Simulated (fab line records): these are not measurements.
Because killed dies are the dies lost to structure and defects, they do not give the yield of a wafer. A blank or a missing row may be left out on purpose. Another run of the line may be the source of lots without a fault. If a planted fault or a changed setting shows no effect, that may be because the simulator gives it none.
Which tool did it?    flow berkeley cmos170    Sampling: 13 lots, 39 wafers, 5 of 331 route steps

## WHAT THE GAUGES READ, wafer by wafer
UCB170_NWELL_THK_MEAS_05. Usual: NWELL_NITRIDE_THK typically reads 224.6 nm, with standard deviation 1.8.
lot   measured     on             NWELL_NITRIDE_THK (nm)  flag
L872  day 2 13:04  film metro-01  223.3 225.4 224.9       
L873  day 2 20:06  film metro-01  223.7 222.8 225.1       
L874  day 3 03:18  film metro-03  221.8 222.9 221.8       
L875  day 3 03:18  film metro-01  224.5 225.7 224.9       
L876  day 3 10:51  film metro-01  224.8 224.6 223.6       
L877  day 3 10:53  film metro-04  222.6 223.1 223.4       
L879  day 4 04:49  film metro-03  224.8 225.5 225.5       
L880  day 4 04:47  film metro-01  227.2 228.4 225.4       
L885  day 5 00:04  film metro-03  238.7 236.7 237.0       OFF
L886  day 5 08:04  film metro-04  223.8 224.9 225.4       
L887  day 5 17:53  film metro-03  227.0 227.3 227.8       
L888  day 5 17:52  film metro-04  223.3 220.7 219.0       
L889  day 6 03:50  film metro-01  224.7 227.3 225.1       

UCB170_M3_THK_MEAS_03: measures by xrf. Usual: M3_AL_THK typically reads 901 nm, with standard deviation 15.
lot   measured      on             M3_AL_THK (nm)  flag
L872  day 9 02:25   film metro-02  906 907 905     
L873  day 9 15:09   film metro-02  907 893 905     
L874  day 9 14:52   film metro-04  924 912 919     
L875  day 9 12:00   film metro-03  886 896 882     
L876  day 10 07:49  film metro-03  902 890 893     
L877  day 10 06:40  film metro-02  920 908 910     
L879  day 10 15:54  film metro-02  898 911 908     
L880  day 10 14:04  film metro-04  888 905 897     
L885  day 11 16:48  film metro-04  904 888 904     
L886  day 12 09:35  film metro-04  902 903 908     
L887  day 12 18:26  film metro-02  905 899 903     
L888  day 12 17:16  film metro-02  906 906 900     
L889  day 12 18:56  film metro-02  860 862 863     

## TOOL THAT RAN EACH LOT (tool first, then ch and the chambers of the sampled wafers, then the start)
lot   UCB170_NWELL_CVD_04         UCB170_SDANNEAL_RTA_01            UCB170_V1_STRIP_15
L872  lpcvd-02 ch 0, day 2 11:08  rtp anneal-02 ch 0, day 8 07:24   plasma asher-03 ch 0,1, day 8 20:52
L873  lpcvd-02 ch 1, day 2 18:09  rtp anneal-01 ch 0, day 8 16:47   plasma asher-03 ch 0,1, day 9 08:53
L874  lpcvd-01 ch 1, day 3 00:24  rtp anneal-01 ch 0, day 8 17:12   plasma asher-02 ch 0,1, day 9 09:01
L875  lpcvd-01 ch 0, day 3 00:24  rtp anneal-02 ch 0, day 8 17:01   plasma asher-03 ch 0,1, day 9 05:26
L876  lpcvd-02 ch 0, day 3 08:55  rtp anneal-01 ch 0, day 9 11:05   plasma asher-02 ch 0,1, day 10 01:48
L877  lpcvd-02 ch 0, day 3 08:55  rtp anneal-02 ch 0, day 9 10:53   plasma asher-03 ch 0,1, day 10 00:36
L879  lpcvd-02 ch 1, day 4 02:52  rtp anneal-01 ch 0, day 9 20:21   plasma asher-01 ch 0,1, day 10 10:10
L880  lpcvd-02 ch 0, day 4 02:52  rtp anneal-02 ch 0, day 9 19:53   plasma asher-02 ch 0,1, day 10 07:38
L885  lpcvd-02 ch 0, day 4 22:07  rtp anneal-01 ch 0, day 10 21:18  plasma asher-01 ch 0,1, day 11 10:35
L886  lpcvd-01 ch 1, day 5 06:08  rtp anneal-01 ch 0, day 11 11:52  plasma asher-01 ch 0,1, day 12 01:17
L887  lpcvd-01 ch 0, day 5 14:58  rtp anneal-01 ch 0, day 11 22:09  plasma asher-02 ch 0,1, day 12 11:49
L888  lpcvd-01 ch 0, day 5 14:58  rtp anneal-02 ch 0, day 11 22:03  plasma asher-03 ch 0,1, day 12 11:10
L889  lpcvd-01 ch 0, day 6 00:56  rtp anneal-02 ch 0, day 11 21:53  plasma asher-03 ch 0, day 12 12:04
- UCB170_NWELL_CVD_04: deposits Si3N4 from SiH2Cl2/NH3, target thk 224 nm, time 3360 s.
- UCB170_SDANNEAL_RTA_01: time 5 s.
- UCB170_V1_STRIP_15: strips in O2.

## WHAT THE TOOLS THEMSELVES READ (means of the sampled wafers that have a number; where no wafer has one, the mark that the record gives instead)
UCB170_NWELL_CVD_04. Usual: sih2cl2 flow sccm 25.00 sccm, standard deviation 0.066; spike tc centre C 801.8 C, standard deviation 1.2; spike tc load C 822 C, standard deviation 3.1; spike tc source C 824.0 C, standard deviation 1.6; susceptor temp C 800.0 C, standard deviation 0.31.
lot   tool      sih2cl2 flow sccm (sccm)  spike tc centre C (C)  spike tc load C (C)  spike tc source C (C)  susceptor temp C (C)  flag
L872  lpcvd-02  24.95                     801.8                  820                  823.7                  800.1                 
L873  lpcvd-02  24.94                     803.4                  824                  825.3                  800.3                 
L874  lpcvd-01  25.08                     802.0                  829                  820.1                  800.2                 
L875  lpcvd-01  25.01                     801.8                  821                  824.5                  800.1                 
L876  lpcvd-02  24.99                     800.8                  820                  822.3                  799.9                 
L877  lpcvd-02  24.96                     801.7                  820                  823.9                  799.5                 
L879  lpcvd-02  24.94                     802.1                  825                  824.9                  799.8                 
L880  lpcvd-02  24.96                     801.4                  818                  823.7                  800.1                 
L885  lpcvd-02  29.90                     801.1                  819                  822.7                  800.1                 OFF
L886  lpcvd-01  24.98                     801.4                  829                  821.5                  800.3                 
L887  lpcvd-01  24.92                     803.0                  820                  826.0                  800.1                 
L888  lpcvd-01  24.96                     802.6                  821                  825.5                  800.0                 
L889  lpcvd-01  25.04                     801.2                  822                  825.0                  799.8                 

UCB170_SDANNEAL_RTA_01. Usual: lamp power pct 37 %, standard deviation 4.2; wafer_temp_C_max 1053.6, standard deviation 0.73.
lot   tool           lamp power pct (%)  wafer_temp_C_max  flag
L872  rtp anneal-02  33                  1054.0            
L873  rtp anneal-01  41                  1054.0            
L874  rtp anneal-01  41                  1052.9            
L875  rtp anneal-02  33                  1053.5            
L876  rtp anneal-01  41                  1053.0            
L877  rtp anneal-02  33                  1053.3            
L879  rtp anneal-01  41                  1053.6            
L880  rtp anneal-02  33                  1054.2            
L885  rtp anneal-01  41                  1052.9            
L886  rtp anneal-01  41                  1053.5            
L887  rtp anneal-01  41                  1053.2            
L888  rtp anneal-02  33                  1053.7            
L889  rtp anneal-02  33                  1053.8            

UCB170_V1_STRIP_15. Usual: chamber pressure mTorr 3500 mTorr, standard deviation 3; drypump motor current A 5.5 A, standard deviation 0.3; oes product au 0.722 a.u., standard deviation 0.0044; strip time to endpoint s 15.31 s, standard deviation 0.14.
lot   tool             chamber pressure mTorr (mTorr)  drypump motor current A (A)  oes product au (a.u.)  strip time to endpoint s (s)  flag
L872  plasma asher-03  3499                            5.4                          0.719                  15.38                         
L873  plasma asher-03  3499                            5.5                          0.726                  15.40                         
L874  plasma asher-02  3499                            5.7                          0.719                  15.34                         
L875  plasma asher-03  3501                            5.4                          0.722                  15.23                         
L876  plasma asher-02  3502                            5.5                          0.726                  15.42                         
L877  plasma asher-03  3499                            5.6                          0.721                  15.21                         
L879  plasma asher-01  3498                            5.3                          0.722                  15.23                         
L880  plasma asher-02  3504                            5.7                          0.716                  15.27                         
L885  plasma asher-01  3501                            5.3                          0.721                  15.38                         
L886  plasma asher-01  3500                            5.5                          0.722                  15.35                         
L887  plasma asher-02  3500                            5.5                          0.720                  15.36                         
L888  plasma asher-03  3500                            5.4                          0.720                  15.31                         
L889  plasma asher-03  3498                            5.7                          0.719                  15.33                         

## THE ANSWER, worked out from the rows above alone
Rule: take the mean of a lot's wafers that have a number; if it is more than 3 standard deviations from the usual mean, the lot is off. A lot without any number at a reading at which 4 lots or more have one is off too. The other lots that the step has rows for count as sound. Order of review: gauges by route order, followed by the tools' own readings, for which a lot's mean as printed above is used. At the first step where some lot is off, the reading lying furthest off is the one used; lots without a number count as furthest.
Off: L885, seen at UCB170_NWELL_THK_MEAS_05 (NWELL_NITRIDE_THK).
A tool fits if, at a process step before that reading, it ran every lot that is off, and no sound lot after the first of them. Not tried: the gauges at UCB170_NWELL_THK_MEAS_05; whatever is off there is also off at UCB170_NWELL_CVD_04, on other tools, and gauge error can't account for it. One candidate fits, namely lpcvd-02 at UCB170_NWELL_CVD_04. Its last sound lot is L879 (day 4 02:52), its first lot that is off L885 (day 4 22:07): a fault that began between those two fits.
On the lots that are off, the tool's own readings at UCB170_NWELL_CVD_04 differ by more than 5 times the standard deviation of the sound lots' means, which bears it out; sih2cl2 flow sccm reads 29.90 sccm there versus 24.98 sccm on the sound lots.

## WHAT THE SIMULATOR HAD INSERTED
lpcvd-02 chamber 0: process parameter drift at UCB170_NWELL_CVD_04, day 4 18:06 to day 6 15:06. Setting sih2cl2 flow sccm, moved by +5, from 25. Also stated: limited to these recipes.
Shown lots that were struck: L885. The rule above reached the same finding.
